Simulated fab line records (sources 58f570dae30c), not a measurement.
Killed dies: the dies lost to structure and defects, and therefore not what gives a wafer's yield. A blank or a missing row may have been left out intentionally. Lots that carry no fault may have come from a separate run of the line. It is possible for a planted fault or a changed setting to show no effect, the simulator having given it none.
fab line records -- flow berkeley_cmos170
[record] lots = 5, wafers = 15, last_day = 12
route steps=331 shown V2@302 M3@309
lots that met no fault: from a run of the same line without faults
start_h: hours from the record's first day to the start of the lot's first wafer shown -- wait_h: how many hours have passed since the lot's step before this one -- " the same as in the row above -- L1.1+2: a single row standing in for several wafers -- - either no value or no given start -- * or withheld: withheld -- < > ~ a bound
route shown NAME@n: names a module that has steps shown in the file, with the first one's number in the route -- usual: mean and standard deviation over wafers with no fault -- same: alike in all rows -- chamber/n: place in a boat -- sites: per-site readings -- _std_site: standard deviation across them -- _edge_site: outer sites' mean less inner sites' -- radius_mm: how far each site lies from the wafer's centre -- mask NAME#n: copy n -- behind: the last tool/chamber to shape the wafer -- hold: what put the lot on hold/how long, in hours/how the hold closed -- device: transistor that didn't switch, given as n, p or np -- end of line: the route-end tests of the same wafers -- step lacking rows: just its recipe -- killed: at the first sort, the dies lost to defects and structure; wafer yield is something else -- map: shows each die of a wafer: x if killed, . if not, _ if none is there
set.NAME: setting as actually run; set.NAME@STEP: the setting as run at that earlier step -- model.NAME: the simulator's own value behind a step, which no gauge read
lots at selected steps of the route; one table per step, one row per wafer
services: when a tool's chamber went out of use (start_h, in hours from the record's first day, below 0 if earlier), for how many hours, and the reason
[[steps]]
[step UCB170_V2_PEB_10]
[recipe] peb_temp_c = 130, peb_time_s = withheld, resist = KrF
lot.wafer,tool,chamber,start_h,wait_h
L074.1+2+6,litho_track-04,0,185.96,0.9
L078.1+2+6,litho_track-03,0,221.26,0.6
L084.2+3+4,litho_track-03,0,244.19,0.6
L086.3+4+5,litho_track-04,0,244.91,0.4
L090.1+5+6,litho_track-04,0,276.10,0.7
[step UCB170_V2_DEVELOP_11]
[recipe] developer = TMAH, develop_time_s = 45, resist = KrF, dev_temp_c = 21
lot.wafer,tool,chamber,start_h,wait_h
L074.1+2+6,litho_track-04,0,-,-
L078.1+2+6,litho_track-03,0,-,-
L084.2+3+4,litho_track-03,0,-,-
L086.3+4+5,litho_track-04,0,-,-
L090.1+5+6,litho_track-04,0,-,-
[step UCB170_V2_CD_MEAS_12]
[recipe] target_cd_nm = 700
[usual] cd_nm = 700.0/1.7
lot.wafer,tool,chamber,start_h,wait_h,cd_nm
L074.1,cd_sem-01,-,186.23,-,697.1
L074.2,cd_sem-01,-,186.23,-,696.7
L074.6,cd_sem-01,-,186.23,-,697.9
L078.1,cd_sem-02,-,221.66,-,699.8
L078.2,cd_sem-02,-,221.66,-,698.3
L078.6,cd_sem-02,-,221.66,-,698.4
L084.2,cd_sem-01,-,244.46,-,701.3
L084.3,cd_sem-01,-,244.46,-,702.5
L084.4,cd_sem-01,-,244.46,-,702.4
L086.3,cd_sem-02,-,245.17,-,699.5
L086.4,cd_sem-02,-,245.17,-,700.2
L086.5,cd_sem-02,-,245.17,-,698.9
L090.1,cd_sem-02,-,276.38,-,700.2
L090.5,cd_sem-02,-,276.38,-,699.9
L090.6,cd_sem-02,-,276.38,-,698.6
[step UCB170_V2_OVL_MEAS_13]
[usual] V2_OVL = 2/5
lot.wafer,tool,chamber,start_h,wait_h,V2_OVL[nm]
L074.1,overlay-02,-,186.35,0.1,-1
L074.2,overlay-02,-,186.35,0.1,2
L074.6,overlay-02,-,186.35,0.1,5
L078.1,overlay-02,-,221.78,0.1,-1
L078.2,overlay-02,-,221.78,0.1,-2
L078.6,overlay-02,-,221.78,0.1,3
L084.2,overlay-01,-,244.56,0.1,4
L084.3,overlay-01,-,244.56,0.1,7
L084.4,overlay-01,-,244.56,0.1,1
L086.3,overlay-01,-,245.27,0.1,-2
L086.4,overlay-01,-,245.27,0.1,-1
L086.5,overlay-01,-,245.27,0.1,1
L090.1,overlay-01,-,276.50,0.1,-5
L090.5,overlay-01,-,276.50,0.1,0
L090.6,overlay-01,-,276.50,0.1,-6
[step UCB170_V2_ETCH_14]
[recipe] chemistry = CHF3/CF4/Ar, target = SiO2, stop_on = Al, CHF3_flow_sccm = 45, cf4_flow_sccm = 15, Ar_flow_sccm = 150, pressure_mtorr = 200, rf_w = 700, target_depth_a = 12500, over_etch_frac = 0.25, time_s = 291
[usual] drypump_motor_current_A = 5.8/0.49, oes_product_au = 0.872/0.011, throttle_valve_pct = 6.92/0.11
lot.wafer,tool,chamber,start_h,wait_h,drypump_motor_current_A,oes_product_au,rf_hours_counter_h,throttle_valve_pct
L074.1,rie_diel-04,0,186.39,0.0,5.3,0.856,36,6.86
L074.2,rie_diel-04,2,186.39,0.0,5.9,0.887,61,6.81
L074.6,rie_diel-04,1,186.39,0.0,5.8,0.884,-,6.76
L078.1,rie_diel-01,3,221.82,0.0,5.8,0.874,72,7.04
L078.2,rie_diel-01,1,221.82,0.0,5.2,0.879,42,6.99
L078.6,rie_diel-01,0,221.82,0.0,6.0,0.872,-,7.02
L084.2,rie_diel-01,0,244.59,0.0,6.0,0.867,21,7.02
L084.3,rie_diel-01,3,244.59,0.0,5.8,0.869,74,7.00
L084.4,rie_diel-01,1,244.59,0.0,5.2,0.871,44,7.01
L086.3,rie_diel-03,0,245.38,0.1,6.4,0.870,-,7.12
L086.4,rie_diel-03,3,245.38,0.1,6.3,0.862,-,6.88
L086.5,rie_diel-03,0,245.38,0.1,6.4,0.863,-,7.12
L090.1,rie_diel-03,2,276.53,0.0,6.4,0.888,11,6.88
L090.5,rie_diel-03,3,276.53,0.0,6.3,0.861,-,6.88
L090.6,rie_diel-03,0,276.53,0.0,6.4,0.868,-,7.12
[step UCB170_V2_STRIP_15]
[recipe] chemistry = O2, power_w = 400, pressure_mtorr = 3500, platen_temp_c = withheld, o2_flow_sccm = 400, overash_fraction = 0.5
[usual] drypump_motor_current_A = 5.5/0.65, oes_product_au = 0.722/0.0044, strip_time_to_endpoint_s = 15.35/0.1
lot.wafer,tool,chamber,start_h,wait_h,drypump_motor_current_A,oes_product_au,rf_hours_counter_h,strip_time_to_endpoint_s
L074.1,plasma_asher-04,1,186.57,0.1,5.4,0.717,43,15.35
L074.2,plasma_asher-04,0,186.57,0.1,4.9,0.725,43,15.43
L074.6,plasma_asher-04,0,186.57,0.1,4.9,0.729,-,15.32
L078.1,plasma_asher-04,1,222.00,0.1,5.4,0.710,47,15.32
L078.2,plasma_asher-04,0,222.00,0.1,4.9,0.727,47,15.47
L078.6,plasma_asher-04,0,222.00,0.1,4.9,0.723,-,15.47
L084.2,plasma_asher-03,1,244.77,0.1,4.7,0.722,52,15.40
L084.3,plasma_asher-03,0,244.77,0.1,6.0,0.727,-,15.43
L084.4,plasma_asher-03,1,244.77,0.1,4.6,0.717,-,15.34
L086.3,plasma_asher-03,0,245.59,0.1,6.0,0.728,-,15.44
L086.4,plasma_asher-03,1,245.59,0.1,4.6,0.722,-,15.14
L086.5,plasma_asher-03,0,245.59,0.1,6.0,0.717,-,15.37
L090.1,plasma_asher-03,0,276.71,0.1,6.0,0.718,56,15.32
L090.5,plasma_asher-03,1,276.71,0.1,4.7,0.718,-,15.40
L090.6,plasma_asher-03,0,276.71,0.1,6.0,0.719,-,15.49
[step UCB170_V2_CD_MEAS_90]
[recipe] target_cd_nm = 700
[usual] cd_nm = 700.1/1.7
lot.wafer,tool,chamber,start_h,wait_h,cd_nm
L074.1,cd_sem-02,-,186.67,0.1,696.6
L074.2,cd_sem-02,-,186.67,0.1,697.0
L074.6,cd_sem-02,-,186.67,0.1,698.0
L078.1,cd_sem-02,-,222.38,0.4,700.3
L078.2,cd_sem-02,-,222.38,0.4,698.5
L078.6,cd_sem-02,-,222.38,0.4,698.2
L084.2,cd_sem-01,-,244.95,0.2,701.3
L084.3,cd_sem-01,-,244.95,0.2,702.6
L084.4,cd_sem-01,-,244.95,0.2,702.3
L086.3,cd_sem-02,-,245.77,0.1,698.8
L086.4,cd_sem-02,-,245.77,0.1,700.3
L086.5,cd_sem-02,-,245.77,0.1,699.0
L090.1,cd_sem-02,-,276.81,0.1,700.3
L090.5,cd_sem-02,-,276.81,0.1,699.6
L090.6,cd_sem-02,-,276.81,0.1,698.4
[step UCB170_M3_PRE_CLEAN_00]
[recipe] gas = Ar, preclean_etch_time_s = 60
lot.wafer,tool,chamber,start_h,wait_h
L074.1+2+6,pvd_sputter-02,-,186.79,0.1
L078.1+2+6,pvd_sputter-02,-,222.50,0.1
L084.2+3+4,pvd_sputter-02,-,245.05,0.1
L086.3+4+5,pvd_sputter-04,-,245.85,0.1
L090.1+5+6,pvd_sputter-02,-,276.93,0.1
[step UCB170_M3_SPUTTER_01]
[recipe] material = Al, target_thk_nm = 900, time_s = 120, power_w = 6000, chamber_pressure_pa = 0.5
[usual] chamber_pressure_pa = 0.5002/0.00097, throttle_valve_pct = 30.0/0.66
lot.wafer,tool,chamber,start_h,wait_h,chamber_pressure_pa,throttle_valve_pct
L074.1,pvd_sputter-02,-,186.86,0.0,0.5011,30.6
L074.2,pvd_sputter-02,-,186.86,0.0,0.5011,29.8
L074.6,pvd_sputter-02,-,186.86,0.0,0.4994,30.1
L078.1,pvd_sputter-02,-,222.57,0.0,0.5001,30.7
L078.2,pvd_sputter-02,-,222.57,0.0,0.4996,30.3
L078.6,pvd_sputter-02,-,222.57,0.0,0.4995,30.6
L084.2,pvd_sputter-02,-,245.12,0.0,0.5023,29.6
L084.3,pvd_sputter-02,-,245.12,0.0,0.4993,29.5
L084.4,pvd_sputter-02,-,245.12,0.0,0.5007,29.8
L086.3,pvd_sputter-04,-,245.92,0.0,0.5002,30.2
L086.4,pvd_sputter-04,-,245.92,0.0,0.5005,29.5
L086.5,pvd_sputter-04,-,245.92,0.0,0.5007,30.5
L090.1,pvd_sputter-02,-,277.00,0.0,0.5012,30.0
L090.5,pvd_sputter-02,-,277.00,0.0,0.5010,29.9
L090.6,pvd_sputter-02,-,277.00,0.0,0.4988,30.7
[step UCB170_M3_RS_MEAS_02]
[recipe] thk_meas_gauge = four-point-probe, reads = Al_of_M3_SPUTTER_01
[usual] M3_AL_RS = 0.0321/0.00036
lot.wafer,tool,chamber,start_h,wait_h,M3_AL_RS[ohm/sq]
L074.1,film_metro-02,-,186.94,0.0,0.0321
L074.2,film_metro-02,-,186.94,0.0,0.0320
L074.6,film_metro-02,-,186.94,0.0,0.0321
L078.1,film_metro-04,-,222.65,0.0,0.0323
L078.2,film_metro-04,-,222.65,0.0,0.0320
L078.6,film_metro-04,-,222.65,0.0,0.0322
L084.2,film_metro-03,-,245.22,0.1,0.0326
L084.3,film_metro-03,-,245.22,0.1,0.0326
L084.4,film_metro-03,-,245.22,0.1,0.0327
L086.3,film_metro-03,-,246.04,0.1,0.0321
L086.4,film_metro-03,-,246.04,0.1,0.0320
L086.5,film_metro-03,-,246.04,0.1,0.0321
L090.1,film_metro-03,-,277.08,0.0,0.0322
L090.5,film_metro-03,-,277.08,0.0,0.0322
L090.6,film_metro-03,-,277.08,0.0,0.0323
[step UCB170_M3_THK_MEAS_03]
[recipe] thk_meas_gauge = xrf, reads = Al_of_M3_SPUTTER_01
[usual] M3_AL_THK = 900/11
lot.wafer,tool,chamber,start_h,wait_h,M3_AL_THK[nm]
L074.1,film_metro-02,-,187.06,0.1,901
L074.2,film_metro-02,-,187.06,0.1,897
L074.6,film_metro-02,-,187.06,0.1,895
L078.1,film_metro-04,-,222.77,0.1,897
L078.2,film_metro-04,-,222.77,0.1,903
L078.6,film_metro-04,-,222.77,0.1,902
L084.2,film_metro-03,-,245.33,0.1,892
L084.3,film_metro-03,-,245.33,0.1,897
L084.4,film_metro-03,-,245.33,0.1,893
L086.3,film_metro-03,-,246.14,0.1,905
L086.4,film_metro-03,-,246.14,0.1,913
L086.5,film_metro-03,-,246.14,0.1,905
L090.1,film_metro-03,-,277.20,0.1,897
L090.5,film_metro-03,-,277.20,0.1,902
L090.6,film_metro-03,-,277.20,0.1,895
[step UCB170_M3_HMDS_04]
[recipe] prime_time_s = 60, prime_temp_c = 100
[usual] prime_temp_c = 99.99/0.13
lot.wafer,tool,chamber,start_h,wait_h,prime_temp_c
L074.1,litho_track-02,0,187.12,0.1,100.04
L074.2,litho_track-02,0,187.12,0.1,99.97
L074.6,litho_track-02,0,187.12,0.1,100.16
L078.1,litho_track-03,0,222.83,0.1,99.91
L078.2,litho_track-03,0,222.83,0.1,99.84
L078.6,litho_track-03,0,222.83,0.1,100.17
L084.2,litho_track-02,0,245.64,0.3,100.34
L084.3,litho_track-02,0,245.64,0.3,100.31
L084.4,litho_track-02,0,245.64,0.3,100.08
L086.3,litho_track-02,0,246.48,0.3,99.92
L086.4,litho_track-02,0,246.48,0.3,100.11
L086.5,litho_track-02,0,246.48,0.3,100.04
L090.1,litho_track-02,0,277.26,0.1,99.81
L090.5,litho_track-02,0,277.26,0.1,99.79
L090.6,litho_track-02,0,277.26,0.1,99.84
[[services]]
tool,chamber,start_h,hours,kind
rie_diel-03,0,165.17,-,clean
rie_diel-03,0,165.17,22.3,scheduled_down
rie_diel-03,0,165.17,22.3,vent_cycle
rie_diel-04,3,170.51,8.8,repair
plasma_asher-04,-,173.59,2.8,repair
rie_diel-01,2,182.46,16.5,repair
pvd_sputter-04,-,196.83,0.6,repair
rie_diel-03,3,201.23,7.4,repair
rie_diel-01,0,202.88,1.6,repair
pvd_sputter-04,-,219.16,1.9,repair
rie_diel-04,3,223.68,4.9,repair
pvd_sputter-04,-,232.41,6.1,repair
rie_diel-04,-,232.76,28.1,pm
rie_diel-03,2,240.98,5.3,repair
rie_diel-03,1,245.03,21.2,repair
[[key]]
fault none
